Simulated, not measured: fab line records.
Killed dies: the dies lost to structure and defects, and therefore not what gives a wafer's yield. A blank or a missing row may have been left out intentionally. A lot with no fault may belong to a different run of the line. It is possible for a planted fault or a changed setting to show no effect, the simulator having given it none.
What tool caused it? || flow rit-cmos || 42 wafers from 14 lots sampled at 5 of the route's 202 steps

WHAT EACH GAUGE READ, for each wafer
RIT_FOX2_THK_MEAS_01. Usual: for FOX2_OXIDE_THK the level is 351 nm and the standard deviation is 7.5.
{"lot": "L530", "measured": "day 1 19:42", "on": "film-metro-02", "FOX2_OXIDE_THK (nm)": "351 347 345", "flag": ""}
{"lot": "L532", "measured": "day 2 05:50", "on": "film-metro-04", "FOX2_OXIDE_THK (nm)": "364 361 359", "flag": ""}
{"lot": "L534", "measured": "day 2 15:01", "on": "film-metro-02", "FOX2_OXIDE_THK (nm)": "357 348 350", "flag": ""}
{"lot": "L535", "measured": "day 2 20:35", "on": "film-metro-04", "FOX2_OXIDE_THK (nm)": "363 361 360", "flag": ""}
{"lot": "L536", "measured": "day 3 01:57", "on": "film-metro-01", "FOX2_OXIDE_THK (nm)": "356 358 356", "flag": ""}
{"lot": "L537", "measured": "day 3 06:52", "on": "film-metro-04", "FOX2_OXIDE_THK (nm)": "361 366 362", "flag": ""}
{"lot": "L539", "measured": "day 3 15:38", "on": "film-metro-01", "FOX2_OXIDE_THK (nm)": "354 353 352", "flag": ""}
{"lot": "L542", "measured": "day 4 06:47", "on": "film-metro-04", "FOX2_OXIDE_THK (nm)": "356 352 353", "flag": ""}
{"lot": "L543", "measured": "day 4 13:28", "on": "film-metro-01", "FOX2_OXIDE_THK (nm)": "355 357 355", "flag": ""}
{"lot": "L544", "measured": "day 4 17:08", "on": "film-metro-01", "FOX2_OXIDE_THK (nm)": "353 360 353", "flag": ""}
{"lot": "L545", "measured": "day 4 22:33", "on": "film-metro-04", "FOX2_OXIDE_THK (nm)": "348 353 348", "flag": ""}
{"lot": "L547", "measured": "day 5 09:13", "on": "film-metro-02", "FOX2_OXIDE_THK (nm)": "346 343 348", "flag": ""}
{"lot": "L551", "measured": "day 6 03:44", "on": "film-metro-02", "FOX2_OXIDE_THK (nm)": "365 362 367", "flag": ""}
{"lot": "L553", "measured": "day 6 13:28", "on": "film-metro-01", "FOX2_OXIDE_THK (nm)": "354 362 359", "flag": ""}

RIT_FOX2_THK_MEAS_90. Usual: for FIELD_OXIDE_LEFT_1_THK the level is 324 nm and the standard deviation is 7.5.
{"lot": "L530", "measured": "day 1 20:35", "on": "film-metro-01", "FIELD_OXIDE_LEFT_1_THK (nm)": "323 319 317", "flag": ""}
{"lot": "L532", "measured": "day 2 06:43", "on": "film-metro-04", "FIELD_OXIDE_LEFT_1_THK (nm)": "336 333 331", "flag": ""}
{"lot": "L534", "measured": "day 2 15:53", "on": "film-metro-01", "FIELD_OXIDE_LEFT_1_THK (nm)": "329 320 323", "flag": ""}
{"lot": "L535", "measured": "day 2 21:28", "on": "film-metro-01", "FIELD_OXIDE_LEFT_1_THK (nm)": "336 334 333", "flag": ""}
{"lot": "L536", "measured": "day 3 02:49", "on": "film-metro-01", "FIELD_OXIDE_LEFT_1_THK (nm)": "329 330 329", "flag": ""}
{"lot": "L537", "measured": "day 3 07:44", "on": "film-metro-01", "FIELD_OXIDE_LEFT_1_THK (nm)": "333 339 335", "flag": ""}
{"lot": "L539", "measured": "day 3 16:35", "on": "film-metro-01", "FIELD_OXIDE_LEFT_1_THK (nm)": "327 325 325", "flag": ""}
{"lot": "L542", "measured": "day 4 07:44", "on": "film-metro-04", "FIELD_OXIDE_LEFT_1_THK (nm)": "329 325 326", "flag": ""}
{"lot": "L543", "measured": "day 4 14:25", "on": "film-metro-04", "FIELD_OXIDE_LEFT_1_THK (nm)": "327 329 328", "flag": ""}
{"lot": "L544", "measured": "day 4 18:05", "on": "film-metro-02", "FIELD_OXIDE_LEFT_1_THK (nm)": "325 332 326", "flag": ""}
{"lot": "L545", "measured": "day 4 23:35", "on": "film-metro-04", "FIELD_OXIDE_LEFT_1_THK (nm)": "321 326 321", "flag": ""}
{"lot": "L547", "measured": "day 5 10:06", "on": "film-metro-02", "FIELD_OXIDE_LEFT_1_THK (nm)": "319 316 320", "flag": ""}
{"lot": "L551", "measured": "day 6 04:37", "on": "film-metro-04", "FIELD_OXIDE_LEFT_1_THK (nm)": "338 334 340", "flag": ""}
{"lot": "L553", "measured": "day 6 14:25", "on": "film-metro-04", "FIELD_OXIDE_LEFT_1_THK (nm)": "326 335 332", "flag": ""}

RIT_PWELL_OVL_MEAS_06. Usual: for PWELL_OVL the level is -0.6 nm and the standard deviation is 1.1.
{"lot": "L530", "measured": "day 1 23:18", "on": "overlay-01", "PWELL_OVL (nm)": "-0.6 -0.6 0.9", "flag": ""}
{"lot": "L532", "measured": "day 2 09:16", "on": "overlay-01", "PWELL_OVL (nm)": "-1.4 0.1 0.4", "flag": ""}
{"lot": "L534", "measured": "day 2 18:39", "on": "overlay-01", "PWELL_OVL (nm)": "0.1 -0.8 -1.0", "flag": ""}
{"lot": "L535", "measured": "day 2 23:57", "on": "overlay-02", "PWELL_OVL (nm)": "0.3 -0.4 0.1", "flag": ""}
{"lot": "L536", "measured": "day 3 05:26", "on": "overlay-01", "PWELL_OVL (nm)": "-3.3 1.2 -2.1", "flag": ""}
{"lot": "L537", "measured": "day 3 10:36", "on": "overlay-02", "PWELL_OVL (nm)": "-1.1 -0.6 -0.6", "flag": ""}
{"lot": "L539", "measured": "day 3 19:19", "on": "overlay-02", "PWELL_OVL (nm)": "1.3 0.3 -0.2", "flag": ""}
{"lot": "L542", "measured": "day 4 10:31", "on": "overlay-01", "PWELL_OVL (nm)": "-0.6 0.6 1.1", "flag": ""}
{"lot": "L543", "measured": "day 4 16:53", "on": "overlay-01", "PWELL_OVL (nm)": "-0.7 -0.9 -1.0", "flag": ""}
{"lot": "L544", "measured": "day 4 20:35", "on": "overlay-02", "PWELL_OVL (nm)": "-0.3 -1.9 -3.5", "flag": ""}
{"lot": "L545", "measured": "day 5 02:16", "on": "overlay-01", "PWELL_OVL (nm)": "-0.4 -1.5 -0.4", "flag": ""}
{"lot": "L547", "measured": "day 5 12:43", "on": "overlay-01", "PWELL_OVL (nm)": "0.4 -1.0 -0.9", "flag": ""}
{"lot": "L551", "measured": "day 6 07:13", "on": "overlay-02", "PWELL_OVL (nm)": "-1.3 -0.8 0.9", "flag": ""}
{"lot": "L553", "measured": "day 6 17:20", "on": "overlay-02", "PWELL_OVL (nm)": "0.4 -1.9 -0.8", "flag": ""}

RIT_PRETRO_TW_MEAS_10. Usual: for PRETRO_TW the level is 471 and the standard deviation is 3.3.
{"lot": "L530", "measured": "day 2 08:35", "on": "film-metro-03", "PRETRO_TW": "466 463 466", "flag": ""}
{"lot": "L532", "measured": "day 2 18:40", "on": "film-metro-01", "PRETRO_TW": "473 473 473", "flag": ""}
{"lot": "L534", "measured": "day 3 04:13", "on": "film-metro-01", "PRETRO_TW": "475 474 473", "flag": ""}
{"lot": "L535", "measured": "day 3 09:15", "on": "film-metro-01", "PRETRO_TW": "471 473 471", "flag": ""}
{"lot": "L536", "measured": "day 3 14:53", "on": "film-metro-01", "PRETRO_TW": "472 472 473", "flag": ""}
{"lot": "L537", "measured": "day 3 20:14", "on": "film-metro-02", "PRETRO_TW": "472 474 472", "flag": ""}
{"lot": "L539", "measured": "day 4 04:38", "on": "film-metro-02", "PRETRO_TW": "411 409 411", "flag": "OFF"}
{"lot": "L542", "measured": "day 4 19:46", "on": "film-metro-02", "PRETRO_TW": "411 413 411", "flag": "OFF"}
{"lot": "L543", "measured": "day 5 01:59", "on": "film-metro-02", "PRETRO_TW": "468 471 468", "flag": ""}
{"lot": "L544", "measured": "day 5 05:55", "on": "film-metro-01", "PRETRO_TW": "471 473 474", "flag": ""}
{"lot": "L545", "measured": "day 5 13:30", "on": "film-metro-02", "PRETRO_TW": "474 470 470", "flag": ""}
{"lot": "L547", "measured": "day 5 22:28", "on": "film-metro-03", "PRETRO_TW": "464 467 467", "flag": ""}
{"lot": "L551", "measured": "day 6 16:41", "on": "film-metro-02", "PRETRO_TW": "471 473 475", "flag": ""}
{"lot": "L553", "measured": "day 7 02:32", "on": "film-metro-02", "PRETRO_TW": "475 472 474", "flag": ""}

EACH LOT AND THE TOOL THAT RAN IT (in order: tool; ch and the chambers of the sampled wafers; start)
{"lot": "L530", "RIT_PRETRO_IMPLANT_08": "implanter-01 ch 0, day 2 08:19"}
{"lot": "L532", "RIT_PRETRO_IMPLANT_08": "implanter-03 ch 0, day 2 18:23"}
{"lot": "L534", "RIT_PRETRO_IMPLANT_08": "implanter-03 ch 0, day 3 03:55"}
{"lot": "L535", "RIT_PRETRO_IMPLANT_08": "implanter-03 ch 0, day 3 08:56"}
{"lot": "L536", "RIT_PRETRO_IMPLANT_08": "implanter-03 ch 0, day 3 14:35"}
{"lot": "L537", "RIT_PRETRO_IMPLANT_08": "implanter-04 ch 0, day 3 19:55"}
{"lot": "L539", "RIT_PRETRO_IMPLANT_08": "implanter-03 ch 0, day 4 04:20"}
{"lot": "L542", "RIT_PRETRO_IMPLANT_08": "implanter-03 ch 0, day 4 19:28"}
{"lot": "L543", "RIT_PRETRO_IMPLANT_08": "implanter-01 ch 0, day 5 01:41"}
{"lot": "L544", "RIT_PRETRO_IMPLANT_08": "implanter-04 ch 0, day 5 05:36"}
{"lot": "L545", "RIT_PRETRO_IMPLANT_08": "implanter-01 ch 0, day 5 13:03"}
{"lot": "L547", "RIT_PRETRO_IMPLANT_08": "implanter-01 ch 0, day 5 22:08"}
{"lot": "L551", "RIT_PRETRO_IMPLANT_08": "implanter-04 ch 0, day 6 16:24"}
{"lot": "L553", "RIT_PRETRO_IMPLANT_08": "implanter-01 ch 0, day 7 02:15"}
- RIT_PRETRO_IMPLANT_08

WHAT THE TOOLS THEMSELVES READ (means of the sampled wafers that have a number; where no wafer has one, the mark that the record gives instead)
RIT_PRETRO_IMPLANT_08. Usual: dose-ions-cm2 1.2002e+13, standard deviation 1.4e+10; faraday-current-uA 38.1, standard deviation 0.79.
{"lot": "L530", "tool": "implanter-01", "dose-ions-cm2": 1.2003e+13, "faraday-current-uA": 37.8, "flag": ""}
{"lot": "L532", "tool": "implanter-03", "dose-ions-cm2": 1.2009e+13, "faraday-current-uA": 37.9, "flag": ""}
{"lot": "L534", "tool": "implanter-03", "dose-ions-cm2": 1.1995e+13, "faraday-current-uA": 38.6, "flag": ""}
{"lot": "L535", "tool": "implanter-03", "dose-ions-cm2": 1.2013e+13, "faraday-current-uA": 38.6, "flag": ""}
{"lot": "L536", "tool": "implanter-03", "dose-ions-cm2": 1.2005e+13, "faraday-current-uA": 38.0, "flag": ""}
{"lot": "L537", "tool": "implanter-04", "dose-ions-cm2": 1.1997e+13, "faraday-current-uA": 37.9, "flag": ""}
{"lot": "L539", "tool": "implanter-03", "dose-ions-cm2": 7.6893e+12, "faraday-current-uA": 24.6, "flag": "OFF"}
{"lot": "L542", "tool": "implanter-03", "dose-ions-cm2": 7.6630e+12, "faraday-current-uA": 24.4, "flag": "OFF"}
{"lot": "L543", "tool": "implanter-01", "dose-ions-cm2": 1.2016e+13, "faraday-current-uA": 37.9, "flag": ""}
{"lot": "L544", "tool": "implanter-04", "dose-ions-cm2": 1.1997e+13, "faraday-current-uA": 38.1, "flag": ""}
{"lot": "L545", "tool": "implanter-01", "dose-ions-cm2": 1.2013e+13, "faraday-current-uA": 38.7, "flag": ""}
{"lot": "L547", "tool": "implanter-01", "dose-ions-cm2": 1.2010e+13, "faraday-current-uA": 38.3, "flag": ""}
{"lot": "L551", "tool": "implanter-04", "dose-ions-cm2": 1.2001e+13, "faraday-current-uA": 37.8, "flag": ""}
{"lot": "L553", "tool": "implanter-01", "dose-ions-cm2": 1.1997e+13, "faraday-current-uA": 38.6, "flag": ""}

THE ANSWER, worked out from the rows above alone
Rule: a lot counts as off when the mean over its wafers that have a number is more than 3 standard deviations away from the usual mean. Also off: a lot with no number at a reading for which 4 or more lots have one. Where the step has rows for the other lots, those lots are counted as sound. First the gauges in route order, then the tools' own readings, where a lot's mean is used as printed above. At the first step where some lot is off, the reading lying furthest off is the one used; lots without a number count as furthest.
Off: L539, L542, at RIT_PRETRO_TW_MEAS_10 (PRETRO_TW).
A tool fits if, at a process step before that reading, it ran every lot that is off, and no sound lot after the first of them. The gauges at RIT_PRETRO_TW_MEAS_10 aren't tried: what is off there is off at RIT_PRETRO_IMPLANT_08 too, on other tools, and a gauge's error can't cause that. One fits: RIT_PRETRO_IMPLANT_08 on implanter-03. A fault onset in the window from L536 (day 3 14:35, its last sound lot) to L539 (day 4 04:20, its first lot off) fits.
The tool's own readings at RIT_PRETRO_IMPLANT_08 bear it out: on the lots that are off they differ by more than 5 times the standard deviation of the sound lots' means. dose-ions-cm2 reads 7.6762e+12 there against 1.2005e+13 on the sound lots; faraday-current-uA reads 24.5 there against 38.2 on the sound lots.

WHAT WAS PUT IN BY THE SIMULATOR
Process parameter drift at RIT_PRETRO_IMPLANT_08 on implanter-03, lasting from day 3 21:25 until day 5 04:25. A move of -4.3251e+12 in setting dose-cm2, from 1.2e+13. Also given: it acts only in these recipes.
Struck lots among those shown: L539, L542. Same finding as the rule above.
